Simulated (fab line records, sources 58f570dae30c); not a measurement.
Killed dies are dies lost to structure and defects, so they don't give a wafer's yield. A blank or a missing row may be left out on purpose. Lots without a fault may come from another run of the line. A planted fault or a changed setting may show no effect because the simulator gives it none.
Chamber matching | flow berkeley_cmos170 | UCB170_V2_CMP_02 on cmp-01: 4 sister chambers
The step polishes SiO2. 14 wafers are shown with their chamber, then 7 later ones without.

WAFERS WITH THEIR CHAMBER
wafer  | chamber | motor_current_A (A) | head_pressure_psi (psi) | edge_zone_pressure_frac
L921.1 | 1       | 14.8                | 6.018                   | 0.999
L921.4 | 3       | 19.5                | 6.013                   | 1.000
L921.6 | 1       | 15.9                | 6.005                   | 1.003
L923.1 | 3       | 19.5                | 5.995                   | 0.999
L923.5 | 0       | 16.8                | 5.998                   | 0.998
L923.6 | 1       | 16.0                | 5.979                   | 0.991
L925.1 | 2       | 14.9                | 5.973                   | 1.005
L925.4 | 3       | 20.8                | 5.975                   | 1.001
L925.6 | 3       | 20.1                | 6.020                   | 1.004
L928.2 | 3       | 19.4                | 5.996                   | 1.007
L928.3 | 2       | 15.2                | 6.007                   | 1.002
L928.6 | 2       | 15.3                | 5.997                   | 0.997
L931.3 | 0       | 17.8                | 5.985                   | 1.007
L931.4 | 1       | 15.4                | 6.002                   | 1.004

SIGNATURES (means of the wafers above)
reading                 | chamber 0 | chamber 1 | chamber 2 | chamber 3 | scatter within a chamber
motor_current_A         | 17.300    | 15.525    | 15.133    | 19.860    | 0.539
head_pressure_psi       | 5.99150   | 6.00100   | 5.99233   | 5.99980   | 0.0165
edge_zone_pressure_frac | 1.00250   | 0.99925   | 1.00133   | 1.00220   | 0.0047
Rule: a wafer's distance from a chamber is the root of the sum, over the readings, of the square of ((its reading less the chamber's mean) divided by the reading's scatter). The wafer belongs to the nearest chamber; if the next one is less than 2 further off, it can't be placed. The scatter: the root of (the sum of the squares of (reading less its chamber's mean) over the shown wafers, divided by (wafers less chambers)).

WAFERS WITHOUT THEIR CHAMBER
wafer  | motor_current_A (A) | head_pressure_psi (psi) | edge_zone_pressure_frac
L931.5 | 21.0                | 5.985                   | 1.004
L940.2 | 15.3                | 6.006                   | 0.993
L940.4 | 17.1                | 5.973                   | 0.996
L940.6 | 16.7                | 5.992                   | 0.992
L942.2 | 15.4                | 5.980                   | 0.998
L942.5 | 20.1                | 5.989                   | 0.999
L942.6 | 17.0                | 6.003                   | 0.997

WHICH CHAMBER EACH WENT THROUGH
wafer  | from the rows above          | in truth
L931.5 | 3                            | 3
L940.2 | can't be placed: 1 or 2      | 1
L940.4 | can't be placed: 0 or 1      | 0
L940.6 | can't be placed: 0 or 1 or 2 | 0
L942.2 | can't be placed: 2 or 1      | 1
L942.5 | 3                            | 3
L942.6 | can't be placed: 0 or 1      | 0
Placed correctly: 2 of 7. Can't be placed from these rows: 5 (the true chamber is among the candidates in 5). Placed wrongly: 0.
